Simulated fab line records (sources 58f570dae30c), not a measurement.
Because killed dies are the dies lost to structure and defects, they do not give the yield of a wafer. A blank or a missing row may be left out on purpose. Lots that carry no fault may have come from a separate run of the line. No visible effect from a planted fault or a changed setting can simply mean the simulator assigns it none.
Which tool is to blame?	flow berkeley cmos170	14 lots with 42 wafers sampled at 4 steps, on a route of 331 steps

## WHAT THE GAUGES READ, wafer by wafer
UCB170_NWELL_OVL_MEAS_12. Usual: NWELL_OVL gives 2 nm (standard deviation 5.1).
lot	measured	on	NWELL_OVL (nm)	flag
L458	day 2 05:30	overlay-02	-2 -5 4	
L459	day 2 09:07	overlay-02	-2 2 -6	
L460	day 2 19:26	overlay-02	6 1 -3	
L462	day 3 05:11	overlay-02	4 -1 -1	
L466	day 4 06:33	overlay-02	9 -1 8	
L469	day 4 10:28	overlay-02	8 4 4	
L468	day 4 10:49	overlay-02	-10 -2 2	
L470	day 4 11:01	overlay-02	- - -	OFF
L471	day 4 23:04	overlay-02	- - -	OFF
L473	day 5 12:04	overlay-02	-6 -7 -8	
L476	day 5 23:24	overlay-02	7 0 7	
L478	day 6 08:23	overlay-01	8 4 17	
L480	day 6 17:59	overlay-01	2 -3 2	
L481	day 6 21:55	overlay-01	-1 0 3	

UCB170_PWELL_THK_MEAS_06. Usual: PWELL_NITRIDE_THK gives 220.0 nm (standard deviation 1.7).
lot	measured	on	PWELL_NITRIDE_THK (nm)	flag
L458	day 3 00:13	film metro-03	218.4 218.9 218.6	
L459	day 3 03:59	film metro-03	218.9 217.9 218.9	
L460	day 3 11:17	film metro-03	219.7 218.7 218.0	
L462	day 3 17:58	film metro-02	217.8 219.0 218.2	
L466	day 5 02:39	film metro-03	220.7 220.0 221.5	
L469	day 5 02:42	film metro-02	221.5 223.3 220.9	
L468	day 5 02:42	film metro-03	219.7 219.7 219.7	
L473	day 6 05:01	film metro-01	223.8 222.6 221.4	
L476	day 6 13:03	film metro-01	219.9 217.8 220.2	
L478	day 6 21:09	film metro-02	221.6 221.7 220.5	
L480	day 7 11:07	film metro-01	218.4 218.0 218.3	
L481	day 7 11:05	film metro-03	217.9 219.2 218.3	

UCB170_SCREENOX_THK_MEAS_02. Usual: SCREENOX_OXIDE_THK gives 14.51 nm (standard deviation 0.23).
lot	measured	on	SCREENOX_OXIDE_THK (nm)	flag
L458	day 5 01:53	film metro-03	14.42 14.20 14.44	
L459	day 5 01:54	film metro-04	14.50 14.61 14.60	
L460	day 5 21:05	film metro-04	14.44 14.44 14.37	
L462	day 6 08:37	film metro-01	14.44 14.37 14.45	
L466	day 6 20:01	film metro-01	14.51 14.27 14.32	
L469	day 7 15:11	film metro-01	14.39 14.61 14.72	
L468	day 6 20:04	film metro-04	14.39 14.39 14.50	
L473	day 8 07:13	film metro-01	14.19 14.54 14.35	
L476	day 9 04:19	film metro-04	14.82 14.76 14.59	
L478	day 9 04:19	film metro-01	14.40 14.72 14.66	
L480	day 9 17:08	film metro-03	14.98 14.85 14.69	
L481	day 9 14:11	film metro-03	14.76 14.74 14.68	

## WHAT TOOL EACH LOT RAN ON (gives the tool, then ch and the chambers of the sampled wafers, and finally the start)
lot	UCB170_NWELL_PEB_10
L458	litho track-04 ch 0, day 2 05:14
L459	litho track-02 ch 0, day 2 08:53
L460	litho track-02 ch 0, day 2 19:10
L462	litho track-01 ch 0, day 3 04:55
L466	litho track-02 ch 0, day 4 06:00
L469	litho track-04 ch 0, day 4 10:11
L468	litho track-01 ch 0, day 4 10:29
L470	litho track-04, day 4 10:46
L471	litho track-01, day 4 22:49
L473	litho track-01 ch 0, day 5 11:49
L476	litho track-01 ch 0, day 5 23:08
L478	litho track-01 ch 0, day 6 08:08
L480	litho track-04 ch 0, day 6 17:43
L481	litho track-04 ch 0, day 6 21:40
- UCB170_NWELL_PEB_10

## AS READ BY THE TOOLS THEMSELVES (means over the sampled wafers that have a number; for cases with no such wafer, the mark the record gives instead)
UCB170_NWELL_PEB_10. Usual: chill plate temp C 23.00 C, standard deviation 0.11; exhaust pa 44.8 Pa, standard deviation 0.93.
lot	tool	chill plate temp C (C)	exhaust pa (Pa)	flag
L458	litho track-04	23.20	46.0	
L459	litho track-02	23.05	44.9	
L460	litho track-02	23.07	44.7	
L462	litho track-01	23.10	44.1	
L466	litho track-02	22.95	43.0	
L469	litho track-04	22.87	44.4	
L468	litho track-01	23.04	45.1	
L470	litho track-04	-	-	OFF
L471	litho track-01	-	-	OFF
L473	litho track-01	22.96	45.2	
L476	litho track-01	23.12	43.4	
L478	litho track-01	22.99	45.1	
L480	litho track-04	22.83	45.3	
L481	litho track-04	22.93	46.2	

## THE ANSWER, worked out from the rows above alone
Rule: lot off if the mean of its wafers having a number is beyond 3 standard deviations from the usual mean. Also off: a lot with no number at a reading for which 4 or more lots have one. Where the step has rows for the other lots, those lots are counted as sound. After the gauges, taken in route order, come the tools' own readings; for these a lot's mean is taken, as printed above. The first step at which some lot is off is used, and at that step the reading that is off furthest; a lot without a number counts as furthest.
Off: at UCB170_NWELL_OVL_MEAS_12 (NWELL_OVL), L470, L471. Without a number there: L470, L471.
A tool fits if, at a process step before that reading, it ran every lot that is off, and no sound lot after the first of them. Not tried: the gauges at UCB170_NWELL_OVL_MEAS_12; whatever is off there is also off at UCB170_NWELL_PEB_10, on other tools, and gauge error can't account for it. No candidate that was tried fits.

## WHAT WAS PUT IN BY THE SIMULATOR
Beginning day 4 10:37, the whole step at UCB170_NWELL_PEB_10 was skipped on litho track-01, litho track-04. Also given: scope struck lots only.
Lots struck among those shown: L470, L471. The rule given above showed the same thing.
